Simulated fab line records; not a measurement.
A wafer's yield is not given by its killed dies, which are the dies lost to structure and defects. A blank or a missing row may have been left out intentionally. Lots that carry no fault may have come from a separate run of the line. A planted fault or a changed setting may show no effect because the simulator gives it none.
Which of the tools did it? || flow berkeleyCmos170 || 48 wafers from 16 lots sampled at 3 of the route's 331 steps

== WHAT EACH GAUGE READ, for each wafer ==
UCB170_NVT_OVL_MEAS_06. Usual: NVT_OVL 0 nm, standard deviation 6.1.
{"lot": "L786", "measured": "day 6 18:32", "on": "overlay-02", "NVT_OVL (nm)": "6 -2 -2", "flag": ""}
{"lot": "L787", "measured": "day 6 18:47", "on": "overlay-01", "NVT_OVL (nm)": "0 1 6", "flag": ""}
{"lot": "L789", "measured": "day 7 00:32", "on": "overlay-01", "NVT_OVL (nm)": "-3 5 -3", "flag": ""}
{"lot": "L788", "measured": "day 7 00:42", "on": "overlay-02", "NVT_OVL (nm)": "10 8 7", "flag": ""}
{"lot": "L793", "measured": "day 7 09:08", "on": "overlay-01", "NVT_OVL (nm)": "3 -3 1", "flag": ""}
{"lot": "L792", "measured": "day 7 09:10", "on": "overlay-02", "NVT_OVL (nm)": "4 -4 1", "flag": ""}
{"lot": "L794", "measured": "day 8 15:16", "on": "overlay-02", "NVT_OVL (nm)": "-4 -5 -10", "flag": ""}
{"lot": "L800", "measured": "day 8 22:18", "on": "overlay-01", "NVT_OVL (nm)": "-3 -5 -1", "flag": ""}
{"lot": "L796", "measured": "day 8 22:34", "on": "overlay-02", "NVT_OVL (nm)": "6 -4 0", "flag": ""}
{"lot": "L797", "measured": "day 8 22:50", "on": "overlay-02", "NVT_OVL (nm)": "-3 10 -1", "flag": ""}
{"lot": "L795", "measured": "day 8 23:07", "on": "overlay-01", "NVT_OVL (nm)": "-5 -11 -2", "flag": ""}
{"lot": "L799", "measured": "day 8 23:23", "on": "overlay-01", "NVT_OVL (nm)": "-6 -4 10", "flag": ""}
{"lot": "L805", "measured": "day 9 17:14", "on": "overlay-01", "NVT_OVL (nm)": "10 6 11", "flag": ""}
{"lot": "L804", "measured": "day 9 17:29", "on": "overlay-02", "NVT_OVL (nm)": "0 4 12", "flag": ""}
{"lot": "L806", "measured": "day 9 17:31", "on": "overlay-01", "NVT_OVL (nm)": "-1 -6 -1", "flag": ""}
{"lot": "L801", "measured": "day 9 17:46", "on": "overlay-02", "NVT_OVL (nm)": "11 4 16", "flag": ""}

UCB170_GATE_THK_MEAS_05. Usual: GATE_POLY_THK 214.3 nm, standard deviation 2.6.
{"lot": "L786", "measured": "day 7 08:20", "on": "filmMetro-03", "GATE_POLY_THK (nm)": "215.5 216.1 214.9", "flag": ""}
{"lot": "L787", "measured": "day 7 08:17", "on": "filmMetro-03", "GATE_POLY_THK (nm)": "218.2 217.0 216.2", "flag": ""}
{"lot": "L789", "measured": "day 7 17:46", "on": "filmMetro-03", "GATE_POLY_THK (nm)": "214.5 216.1 215.2", "flag": ""}
{"lot": "L788", "measured": "day 7 17:49", "on": "filmMetro-04", "GATE_POLY_THK (nm)": "219.3 221.5 220.6", "flag": ""}
{"lot": "L793", "measured": "day 8 03:49", "on": "filmMetro-03", "GATE_POLY_THK (nm)": "216.9 215.8 216.3", "flag": ""}
{"lot": "L792", "measured": "day 8 03:49", "on": "filmMetro-01", "GATE_POLY_THK (nm)": "218.1 214.6 216.4", "flag": ""}
{"lot": "L794", "measured": "day 9 07:17", "on": "filmMetro-01", "GATE_POLY_THK (nm)": "213.2 211.9 212.3", "flag": ""}
{"lot": "L800", "measured": "day 9 14:40", "on": "filmMetro-03", "GATE_POLY_THK (nm)": "212.4 213.7 213.4", "flag": ""}
{"lot": "L796", "measured": "day 9 14:38", "on": "filmMetro-01", "GATE_POLY_THK (nm)": "214.1 215.8 215.1", "flag": ""}
{"lot": "L797", "measured": "day 9 14:42", "on": "filmMetro-04", "GATE_POLY_THK (nm)": "216.9 216.8 216.3", "flag": ""}
{"lot": "L795", "measured": "day 9 14:43", "on": "filmMetro-03", "GATE_POLY_THK (nm)": "213.7 214.0 214.3", "flag": ""}
{"lot": "L799", "measured": "day 9 14:41", "on": "filmMetro-01", "GATE_POLY_THK (nm)": "213.1 214.5 214.7", "flag": ""}
{"lot": "L805", "measured": "day 10 09:12", "on": "filmMetro-03", "GATE_POLY_THK (nm)": "169.7 169.4 170.5", "flag": "OFF"}
{"lot": "L804", "measured": "day 10 09:11", "on": "filmMetro-01", "GATE_POLY_THK (nm)": "170.3 170.5 169.8", "flag": "OFF"}
{"lot": "L806", "measured": "day 10 09:12", "on": "filmMetro-04", "GATE_POLY_THK (nm)": "174.8 173.5 176.9", "flag": "OFF"}
{"lot": "L801", "measured": "day 10 09:16", "on": "filmMetro-03", "GATE_POLY_THK (nm)": "172.1 171.2 171.8", "flag": "OFF"}

== TOOL THAT RAN EACH LOT (tool first, then ch and the chambers of the sampled wafers, then the start) ==
{"lot": "L786", "UCB170_GATE_CVD_04": "lpcvd-01 ch 1, day 7 06:53"}
{"lot": "L787", "UCB170_GATE_CVD_04": "lpcvd-01 ch 0, day 7 06:53"}
{"lot": "L789", "UCB170_GATE_CVD_04": "lpcvd-01 ch 1, day 7 16:22"}
{"lot": "L788", "UCB170_GATE_CVD_04": "lpcvd-01 ch 0, day 7 16:22"}
{"lot": "L793", "UCB170_GATE_CVD_04": "lpcvd-01 ch 1, day 8 02:25"}
{"lot": "L792", "UCB170_GATE_CVD_04": "lpcvd-01 ch 0, day 8 02:25"}
{"lot": "L794", "UCB170_GATE_CVD_04": "lpcvd-02 ch 0, day 9 05:53"}
{"lot": "L800", "UCB170_GATE_CVD_04": "lpcvd-01 ch 1, day 9 13:14"}
{"lot": "L796", "UCB170_GATE_CVD_04": "lpcvd-01 ch 0, day 9 13:14"}
{"lot": "L797", "UCB170_GATE_CVD_04": "lpcvd-01 ch 0, day 9 13:14"}
{"lot": "L795", "UCB170_GATE_CVD_04": "lpcvd-01 ch 1, day 9 13:14"}
{"lot": "L799", "UCB170_GATE_CVD_04": "lpcvd-01 ch 1, day 9 13:14"}
{"lot": "L805", "UCB170_GATE_CVD_04": "lpcvd-01 ch 0, day 10 07:47"}
{"lot": "L804", "UCB170_GATE_CVD_04": "lpcvd-01 ch 1, day 10 07:47"}
{"lot": "L806", "UCB170_GATE_CVD_04": "lpcvd-01 ch 1, day 10 07:47"}
{"lot": "L801", "UCB170_GATE_CVD_04": "lpcvd-01 ch 0, day 10 07:47"}
- UCB170_GATE_CVD_04: deposits poly-Si from SiH4, time 1440 s, target thk 214 nm.

== WHAT THE TOOLS THEMSELVES READ (means of the sampled wafers that have a number; where no wafer has one, the mark that the record gives instead) ==
UCB170_GATE_CVD_04. Usual: sih4FlowSccm 120.0 sccm, standard deviation 0.41; spikeTcCentreC 611.1 C, standard deviation 1.3; susceptorTempC 610.01 C, standard deviation 0.26.
{"lot": "L786", "tool": "lpcvd-01", "sih4FlowSccm (sccm)": 120.1, "spikeTcCentreC (C)": 610.4, "susceptorTempC (C)": 609.90, "flag": ""}
{"lot": "L787", "tool": "lpcvd-01", "sih4FlowSccm (sccm)": 120.3, "spikeTcCentreC (C)": 611.0, "susceptorTempC (C)": 609.68, "flag": ""}
{"lot": "L789", "tool": "lpcvd-01", "sih4FlowSccm (sccm)": 120.1, "spikeTcCentreC (C)": 610.9, "susceptorTempC (C)": 610.16, "flag": ""}
{"lot": "L788", "tool": "lpcvd-01", "sih4FlowSccm (sccm)": 120.1, "spikeTcCentreC (C)": 612.3, "susceptorTempC (C)": 610.06, "flag": ""}
{"lot": "L793", "tool": "lpcvd-01", "sih4FlowSccm (sccm)": 120.3, "spikeTcCentreC (C)": 609.7, "susceptorTempC (C)": 610.20, "flag": ""}
{"lot": "L792", "tool": "lpcvd-01", "sih4FlowSccm (sccm)": 119.5, "spikeTcCentreC (C)": 610.2, "susceptorTempC (C)": 610.34, "flag": ""}
{"lot": "L794", "tool": "lpcvd-02", "sih4FlowSccm (sccm)": 119.4, "spikeTcCentreC (C)": 612.2, "susceptorTempC (C)": 609.99, "flag": ""}
{"lot": "L800", "tool": "lpcvd-01", "sih4FlowSccm (sccm)": 120.2, "spikeTcCentreC (C)": 609.4, "susceptorTempC (C)": 609.76, "flag": ""}
{"lot": "L796", "tool": "lpcvd-01", "sih4FlowSccm (sccm)": 120.1, "spikeTcCentreC (C)": 611.9, "susceptorTempC (C)": 609.72, "flag": ""}
{"lot": "L797", "tool": "lpcvd-01", "sih4FlowSccm (sccm)": 119.5, "spikeTcCentreC (C)": 611.9, "susceptorTempC (C)": 609.98, "flag": ""}
{"lot": "L795", "tool": "lpcvd-01", "sih4FlowSccm (sccm)": 120.0, "spikeTcCentreC (C)": 610.9, "susceptorTempC (C)": 610.13, "flag": ""}
{"lot": "L799", "tool": "lpcvd-01", "sih4FlowSccm (sccm)": 120.5, "spikeTcCentreC (C)": 610.4, "susceptorTempC (C)": 609.87, "flag": ""}
{"lot": "L805", "tool": "lpcvd-01", "sih4FlowSccm (sccm)": 96.2, "spikeTcCentreC (C)": 611.7, "susceptorTempC (C)": 610.13, "flag": "OFF"}
{"lot": "L804", "tool": "lpcvd-01", "sih4FlowSccm (sccm)": 95.9, "spikeTcCentreC (C)": 610.3, "susceptorTempC (C)": 610.46, "flag": "OFF"}
{"lot": "L806", "tool": "lpcvd-01", "sih4FlowSccm (sccm)": 95.8, "spikeTcCentreC (C)": 610.7, "susceptorTempC (C)": 610.04, "flag": "OFF"}
{"lot": "L801", "tool": "lpcvd-01", "sih4FlowSccm (sccm)": 95.8, "spikeTcCentreC (C)": 611.0, "susceptorTempC (C)": 610.27, "flag": "OFF"}

== THE ANSWER, worked out from the rows above alone ==
Rule: a lot counts as off when the mean over its wafers that have a number is more than 3 standard deviations away from the usual mean. A lot without any number at a reading at which 4 lots or more have one is off too. Where the step has rows for the other lots, those lots are counted as sound. First the gauges in route order, then the tools' own readings, where a lot's mean is used as printed above. The first step at which some lot is off is used, and at that step the reading that is off furthest; a lot without a number counts as furthest.
Off: at UCB170_GATE_THK_MEAS_05 (GATE_POLY_THK), L805, L804, L806, L801.
If a tool, at a process step before that reading, ran all the lots that are off and no sound lot after the first of them, it fits. Not tried: the gauges at UCB170_GATE_THK_MEAS_05; whatever is off there is also off at UCB170_GATE_CVD_04, on other tools, and gauge error can't account for it. One candidate fits, namely lpcvd-01 at UCB170_GATE_CVD_04. A fault onset in the window from L795 (day 9 13:14, its last sound lot) to L801 (day 10 07:47, its first lot off) fits.
On the lots that are off, the tool's own readings at UCB170_GATE_CVD_04 differ by more than 5 times the standard deviation of the sound lots' means, which bears it out; sih4FlowSccm reads 95.9 sccm there versus 120.0 sccm on the sound lots.

== WHAT HAD BEEN PUT IN BY THE SIMULATOR ==
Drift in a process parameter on lpcvd-01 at UCB170_GATE_CVD_04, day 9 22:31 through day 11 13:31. From 120, the setting sih4FlowSccm moved by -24. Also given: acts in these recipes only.
Lots struck among those shown: L805, L804, L806, L801. This agrees with what the rule above found.
